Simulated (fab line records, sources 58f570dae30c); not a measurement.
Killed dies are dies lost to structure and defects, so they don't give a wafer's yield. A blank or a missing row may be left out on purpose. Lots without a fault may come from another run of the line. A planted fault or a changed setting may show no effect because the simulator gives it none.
fab line records | flow berkeley_cmos170
record lots=6 wafers=18 last_day=13
route steps=331 shown GATE@143 PLDD@145 NLDD@158
lots that met no fault: from a run of the same line without faults
start_h: hours from the record's first day to the start of the lot's first wafer shown | wait_h: hours since the lot's step before | " the same as in the row above | L1.1+2: a row that stands for several wafers | - no value, or no start given | * or withheld: withheld | < > ~ a bound
route shown NAME@n: a module of which the file shows steps, and the number in the route of the first | usual: mean/standard deviation of fault-free wafers | same: alike in all rows | chamber/n: place in a boat | sites: the reading at each site | _std_site: their standard deviation | _edge_site: outer sites' mean less inner sites' | radius_mm: how far each site lies from the wafer's centre | mask NAME#n: copy n | behind: the tool/chamber that last shaped the wafer | hold: why the lot was held/for how many hours/how that ended | device: the transistor (n, p or np) that didn't switch | end of line: the same wafers' tests at the end of the route | a step without rows: its recipe alone | killed: dies lost to structure and defects at the first sort, not the wafer's yield | map: a wafer's dies, x killed, . not, _ none there
set.NAME: the setting as run; set.NAME@STEP: as run at that earlier step | model.NAME: the simulator's own value behind a step, which no gauge read
lots at some steps of the route; a table a step, a row a wafer
services: from which hour (start_h, from the record's first day; less than 0 if before it) a tool's chamber was out of use, for how many hours, and why
## steps
# step UCB170_GATE_CD_MEAS_90
# recipe target_cd_nm=350
# usual cd_nm=350.1/1.4
# columns lot.wafer tool chamber start_h wait_h cd_nm
L656.1 cd_sem-01 - 180.54 0.1 351.0
L656.2 " - " " 350.7
L656.3 " - " " 349.7
L659.1 cd_sem-01 - 199.41 0.1 351.0
L659.2 " - " " 350.9
L659.4 " - " " 350.7
L660.1 cd_sem-02 - 222.02 0.1 348.9
L660.5 " - " " 351.2
L660.6 " - " " 349.2
L663.2 cd_sem-02 - 222.27 0.1 352.1
L663.4 " - " " 352.0
L663.6 " - " " 351.4
L672.1 cd_sem-01 - 269.80 0.1 350.3
L672.3 " - " " 348.9
L672.5 " - " " 350.6
L673.2 cd_sem-02 - 270.07 0.1 349.1
L673.4 " - " " 350.6
L673.6 " - " " 349.1
# step UCB170_GATE_CLEAN_17
# recipe chemistry=SPM temp_c=120 time_s=600
# step UCB170_PLDD_HMDS_00
# recipe prime_time_s=60 prime_temp_c=100
# step UCB170_PLDD_COAT_01
# recipe resist=KrF spin_rpm=1500 resist_thk_nm=900
# step UCB170_PLDD_SOFTBAKE_02
# recipe resist=KrF temp_c=130 time_s=60
# step UCB170_PLDD_EXPOSE_03
# recipe mask_id=PSELECT na=0.5 sigma_outer=0.6 source_shape=conventional target_cd_nm=1200 dose_mj=30
# step UCB170_PLDD_PEB_04
# recipe peb_temp_c=130 peb_time_s=withheld resist=KrF
# step UCB170_PLDD_DEVELOP_05
# recipe developer=TMAH develop_time_s=43.07 resist=KrF dev_temp_c=21
# step UCB170_PLDD_CD_MEAS_06
# recipe target_cd_nm=1200
# usual cd_nm=1200.2/1.4
# columns lot.wafer tool chamber start_h wait_h cd_nm
L656.1 cd_sem-01 - 182.18 - 1201.3
L656.2 " - " " 1200.4
L656.3 " - " " 1202.0
L659.1 cd_sem-01 - 200.85 - 1202.5
L659.2 " - " " 1202.0
L659.4 " - " " 1198.9
L660.1 cd_sem-02 - 223.63 - 1196.3
L660.5 " - " " 1198.2
L660.6 " - " " 1196.7
L663.2 cd_sem-02 - 223.92 - 1200.2
L663.4 " - " " 1200.3
L663.6 " - " " 1200.3
L673.2 cd_sem-01 - 273.24 - 1201.4
L673.4 " - " " 1201.1
L673.6 " - " " 1200.3
L672.1 cd_sem-02 - 273.62 - 1201.0
L672.3 " - " " 1200.5
L672.5 " - " " 1200.1
# step UCB170_PLDD_OVL_MEAS_07
# usual PLDD_OVL=2/5.6
# columns lot.wafer tool chamber start_h wait_h PLDD_OVL[nm]
L656.1 overlay-02 - 182.30 0.1 2
L656.2 " - " " 3
L656.3 " - " " 3
L659.1 overlay-01 - 200.97 0.1 -1
L659.2 " - " " -5
L659.4 " - " " -7
L660.1 overlay-01 - 223.75 0.1 14
L660.5 " - " " 6
L660.6 " - " " 2
L663.2 overlay-02 - 224.03 0.1 5
L663.4 " - " " 6
L663.6 " - " " 8
L673.2 overlay-02 - 273.35 0.1 0
L673.4 " - " " -6
L673.6 " - " " -1
L672.1 overlay-02 - 273.74 0.1 20
L672.3 " - " " 19
L672.5 " - " " 7
# step UCB170_PLDD_IMPLANT_08
# recipe species=BF2 dose_cm2=5e+13 energy_kev=10 tilt_deg=7 rotation_deg=0
# step UCB170_PLDD_IMPLANT_09
# recipe species=BF2 dose_cm2=5e+13 energy_kev=10 tilt_deg=7 rotation_deg=180
# step UCB170_PLDD_STRIP_10
# recipe chemistry=O2 power_w=400 pressure_mtorr=3500 platen_temp_c=withheld o2_flow_sccm=400 overash_fraction=0.5
# usual chamber_pressure_mTorr=3500/3.3 drypump_motor_current_A=5.8/0.39 oes_product_au=0.735/0.005 strip_time_to_endpoint_s=21.62/0.062
# columns lot.wafer tool chamber start_h wait_h chamber_pressure_mTorr drypump_motor_current_A oes_product_au rf_hours_counter_h strip_time_to_endpoint_s model.KrF_of_PLDD_COAT_01.thk_nm
L656.1 plasma_asher-01 0 182.64 0.1 3502 5.7 0.730 45 21.64 0
L656.2 " 1 " " 3502 6.2 0.731 45 21.67 0
L656.3 " 0 " " 3505 5.7 0.729 - 21.68 0
L659.1 plasma_asher-04 1 201.31 0.1 3499 5.4 0.734 9 21.68 0
L659.2 " 0 " " 3502 5.6 0.725 9 21.64 0
L659.4 " 1 " " 3505 5.4 0.733 - 21.68 0
L660.1 plasma_asher-03 0 224.09 0.1 3502 6.6 0.737 42 21.52 0
L660.5 " 0 " " 3500 6.7 0.731 - 21.58 0
L660.6 " 1 " " 3506 5.7 0.735 - 21.60 0
L663.2 plasma_asher-04 1 224.36 0.1 3499 5.4 0.726 11 21.56 0
L663.4 " 1 " " 3503 5.5 0.733 - 21.56 0
L663.6 " 0 " " 3504 5.6 0.738 - 21.61 0
L673.2 plasma_asher-04 1 273.68 0.1 - - - - - 886
L673.4 " 0 " " - - - - - 885.7
L673.6 " 1 " " - - - - - 885.7
L672.1 plasma_asher-04 0 274.07 0.1 - - - - - 884.6
L672.3 " 0 " " - - - - - 883.8
L672.5 " 0 " " - - - - - 887.1
# step UCB170_PLDD_TW_MEAS_11
# usual PLDD_TW=1000/6.2
# columns lot.wafer tool chamber start_h wait_h PLDD_TW
L656.1 film_metro-01 - 182.74 0.1 1000
L656.2 " - " " 1003
L656.3 " - " " 1003
L659.1 film_metro-02 - 201.41 0.1 1007
L659.2 " - " " 1006
L659.4 " - " " 1003
L660.1 film_metro-03 - 224.19 0.1 994
L660.5 " - " " 993
L660.6 " - " " 994
L663.2 film_metro-01 - 224.47 0.1 1008
L663.4 " - " " 1004
L663.6 " - " " 1001
L673.2 film_metro-03 - 273.79 0.1 983
L673.4 " - " " 989
L673.6 " - " " 994
L672.1 film_metro-01 - 274.17 0.1 1002
L672.3 " - " " 1004
L672.5 " - " " 998
# step UCB170_PLDD_CLEAN_12
# recipe chemistry=SPM temp_c=120 time_s=600
# step UCB170_NLDD_HMDS_00
# recipe prime_time_s=60 prime_temp_c=100
# step UCB170_NLDD_COAT_01
# recipe resist=KrF spin_rpm=1500 resist_thk_nm=900
# step UCB170_NLDD_SOFTBAKE_02
# recipe resist=KrF temp_c=130 time_s=60
# step UCB170_NLDD_EXPOSE_03
# recipe mask_id=NSELECT na=0.5 sigma_outer=0.6 source_shape=conventional target_cd_nm=1200 dose_mj=30
# step UCB170_NLDD_PEB_04
# recipe peb_temp_c=130 peb_time_s=withheld resist=KrF
# step UCB170_NLDD_DEVELOP_05
# recipe developer=TMAH develop_time_s=45 resist=KrF dev_temp_c=21
# step UCB170_NLDD_CD_MEAS_06
# recipe target_cd_nm=1200
# usual cd_nm=1199.7/1.4
# columns lot.wafer tool chamber start_h wait_h cd_nm
L656.1 cd_sem-02 - 184.24 - 1201.8
L656.2 " - " " 1201.4
L656.3 " - " " 1201.6
L659.1 cd_sem-01 - 202.61 - 1199.8
L659.2 " - " " 1198.9
L659.4 " - " " 1199.6
L660.1 cd_sem-02 - 226.12 - 1201.8
L660.5 " - " " 1200.4
L660.6 " - " " 1202.6
L663.2 cd_sem-01 - 226.29 - 1199.8
L663.4 " - " " 1199.3
L663.6 " - " " 1199.0
L673.2 cd_sem-01 - 275.40 - 1200.0
L673.4 " - " " 1200.9
L673.6 " - " " 1199.8
L672.1 cd_sem-02 - 275.66 - 1197.8
L672.3 " - " " 1198.9
L672.5 " - " " 1199.0
# step UCB170_NLDD_OVL_MEAS_07
# usual NLDD_OVL=1/6.8
# columns lot.wafer tool chamber start_h wait_h NLDD_OVL[nm]
L656.1 overlay-02 - 184.36 0.1 3
L656.2 " - " " -3
L656.3 " - " " 5
L659.1 overlay-02 - 202.73 0.1 9
L659.2 " - " " -3
L659.4 " - " " 0
L660.1 overlay-02 - 226.24 0.1 4
L660.5 " - " " 7
L660.6 " - " " 17
L663.2 overlay-01 - 226.40 0.1 7
L663.4 " - " " 12
L663.6 " - " " 5
L673.2 overlay-02 - 275.51 0.1 1
L673.4 " - " " 1
L673.6 " - " " 0
L672.1 overlay-01 - 275.78 0.1 0
L672.3 " - " " -1
L672.5 " - " " -3
# step UCB170_NLDD_IMPLANT_08
# recipe species=As dose_cm2=5e+13 energy_kev=30 tilt_deg=7 rotation_deg=0
# step UCB170_NLDD_IMPLANT_09
# recipe species=As dose_cm2=5e+13 energy_kev=30 tilt_deg=7 rotation_deg=180
# step UCB170_NLDD_STRIP_10
# recipe chemistry=O2 power_w=400 pressure_mtorr=3500 platen_temp_c=withheld o2_flow_sccm=400 overash_fraction=0.5
# usual chamber_pressure_mTorr=3500/3.3 drypump_motor_current_A=5.8/0.57 oes_product_au=0.734/0.0044 strip_time_to_endpoint_s=21.62/0.051
# columns lot.wafer tool chamber start_h wait_h chamber_pressure_mTorr drypump_motor_current_A oes_product_au rf_hours_counter_h strip_time_to_endpoint_s
L656.1 plasma_asher-02 0 184.69 0.1 3495 5.0 0.743 46 21.60
L656.2 " 1 " " 3498 6.4 0.733 46 21.62
L656.3 " 1 " " 3499 6.4 0.734 - 21.61
L659.1 plasma_asher-02 1 203.07 0.1 3497 6.4 0.731 48 21.65
L659.2 " 0 " " 3501 5.1 0.738 48 21.62
L659.4 " 0 " " 3499 5.1 0.735 - 21.58
L660.1 plasma_asher-02 1 226.57 0.1 3501 6.4 0.732 50 21.58
L660.5 " 1 " " 3501 6.4 0.732 - 21.61
L660.6 " 0 " " 3503 5.1 0.738 - 21.59
L663.2 plasma_asher-04 0 226.73 0.1 3503 5.6 0.740 12 21.55
L663.4 " 0 " " 3498 5.6 0.732 - 21.53
L663.6 " 1 " " 3499 5.5 0.733 - 21.52
L673.2 plasma_asher-02 1 275.84 0.1 3508 6.4 0.738 55 47.84
L673.4 " 0 " " 3505 5.1 0.738 - 47.84
L673.6 " 1 " " 3500 6.4 0.748 - 47.85
L672.1 plasma_asher-04 1 276.12 0.1 3500 5.5 0.740 17 47.80
L672.3 " 1 " " 3506 5.4 0.733 - 47.83
L672.5 " 1 " " 3494 5.5 0.732 - 47.95
# step UCB170_NLDD_TW_MEAS_11
# usual NLDD_TW=2191/16
# columns lot.wafer tool chamber start_h wait_h NLDD_TW
L656.1 film_metro-01 - 184.79 0.1 2196
L656.2 " - " " 2209
L656.3 " - " " 2208
L659.1 film_metro-03 - 203.17 0.1 2179
L659.2 " - " " 2185
L659.4 " - " " 2175
L660.1 film_metro-02 - 226.67 0.1 2189
L660.5 " - " " 2187
L660.6 " - " " 2196
L663.2 film_metro-03 - 226.84 0.1 2169
L663.4 " - " " 2173
L663.6 " - " " 2168
L673.2 film_metro-03 - 275.95 0.1 29
L673.4 " - " " 29
L673.6 " - " " 29
L672.1 film_metro-03 - 276.22 0.1 29
L672.3 " - " " 29
L672.5 " - " " 29
# step UCB170_NLDD_CLEAN_12
# recipe chemistry=SPM temp_c=120 time_s=600
## services
# columns tool chamber start_h hours kind
plasma_asher-03 - 202.20 9.1 repair
plasma_asher-04 - 245.85 2.8 pm
plasma_asher-04 - 271.70 0.5 repair
## key
first_sign step=UCB170_PLDD_STRIP_10 reading=tool_record direction=missing
effect step=UCB170_NLDD_STRIP_10 reading=strip_time_to_endpoint_s direction=up sigmas=99+ usual=* struck=*
effect step=UCB170_NLDD_TW_MEAS_11 reading=NLDD_TW direction=down sigmas=99+ usual=2191 struck=29
model_effect step=UCB170_PLDD_STRIP_10 value=KrF_of_PLDD_COAT_01.thk_nm without=0 struck=885.5
met_at UCB170_PLDD_STRIP_10
struck_wafers L672.1,L672.3,L672.5,L673.2,L673.4,L673.6
sort_left_out L672.1,L672.3,L672.5,L673.2,L673.4,L673.6
tester_left_out L672,L673
onset_between 224.36 273.68
fault kind=skipped_step_whole tool=plasma_asher-04 chamber=- onset_h=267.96 steps=UCB170_PLDD_STRIP_10 scope=struck_lots_only
# tester_left_out: of these lots the tester's yield and bins aren't shown, on N5 and GAA mostly nor the transistor test; their killed dies are dies lost to structure and defects alone, not to doping, threshold or leakage, so they don't give the yield
# sort_left_out: the simulated sort isn't trusted on such a fault, so these wafers' sort isn't shown, and their yield isn't known
